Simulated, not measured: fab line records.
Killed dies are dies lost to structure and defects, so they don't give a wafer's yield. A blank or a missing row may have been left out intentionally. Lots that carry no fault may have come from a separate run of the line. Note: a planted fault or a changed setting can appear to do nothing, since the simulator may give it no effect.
Struck lot and sound lot, side by side / flow rit_cmos / 10 out of 202 route steps
Sound: these wafers, L639.1, L639.3, L639.4. Wafers struck: L644.1, L644.2, L644.6. The cause is given at the end.
For every step that has rows: the tool of each side, followed by ch and its chambers, followed by its first start. Under that, the readings that differ: sound wafers / struck wafers / difference of the means / sigmas: that difference in standard deviations of wafers without a fault.
alike: readings with means less than 2 such deviations apart, plus words and numbers identical on both sides. not compared: withheld readings, readings lacking a value on some wafer, bounds such as >300 that could conceal the same value, and numbers that have no deviation in the record and whose values overlap.
The two part at a step that has a row with sigmas, a row that says differs or no value, or rows on one side only. Numbers that don't overlap but have no deviation are shown without sigmas and don't part them. Lack of a reading on every wafer of one side parts them only where that side has two or more wafers.

RIT_ACTIVE_BOW_MEAS_00:
  sound on film_metro-01, day 3 17:00; struck on film_metro-02, day 4 18:00
  alike: INCOMING_BOW
then, 1 step without rows for these wafers: RIT_ACTIVE_OXIDATION_01 (target thk 46.8 nm, ox time 3480 s).
RIT_ACTIVE_THK_MEAS_02:
  sound on film_metro-01, day 3 19:03; struck on film_metro-01, day 4 21:09
reading=ACTIVE_OXIDE_THK (nm); sound=46.7 46.7 46.4; struck=48.7 48.6 47.6; difference=+1.7; sigmas=+2
then, 1 step without rows for these wafers: RIT_ACTIVE_CVD_03 (deposits Si3N4 from SiH2Cl2/NH3, target thk 150 nm, time 1500 s).
RIT_ACTIVE_THK_MEAS_04:
  sound on film_metro-04, day 3 20:32; struck on film_metro-01, day 4 23:20
reading=ACTIVE_NITRIDE_THK (nm); sound=148.9 148.6 148.4; struck=151.2 152.4 151.6; difference=+3.1; sigmas=+2
then, 2 steps without rows for these wafers: RIT_ACTIVE_HMDS_05 (prime time 60 s); RIT_ACTIVE_COAT_06 (resist thk 1000 nm).
RIT_ACTIVE_SOFTBAKE_07: time 60 s.
  sound on litho_track-01 ch 0, day 3 20:53; struck on litho_track-01 ch 0, day 4 23:42
reading=heater_power_total_W (W); sound=34.51 34.56 34.52; struck=35.30 35.19 35.30; difference=+0.73; sigmas=+15
reading=plate_temp_C (C); sound=89.92 90.05 89.87; struck=91.30 91.56 91.48; difference=+1.50; sigmas=+12
then, 1 step without rows for these wafers: RIT_ACTIVE_EXPOSE_08 (exposes mask M1, target cd 1400 nm).
RIT_M1_PROBE_99:
  sound on prober-01, day 5 22:15; struck on prober-02, day 6 20:50
  alike: killed_at_contacts, killed_at_front_end, killed_dies, killed_open, killed_short

== WHERE THEY PART ==
Earliest at RIT_ACTIVE_THK_MEAS_02; latest, in this record, at RIT_ACTIVE_SOFTBAKE_07. Later steps at which nothing parts them and some readings are alike: RIT_M1_PROBE_99.

WHY: what had been put in by the simulator
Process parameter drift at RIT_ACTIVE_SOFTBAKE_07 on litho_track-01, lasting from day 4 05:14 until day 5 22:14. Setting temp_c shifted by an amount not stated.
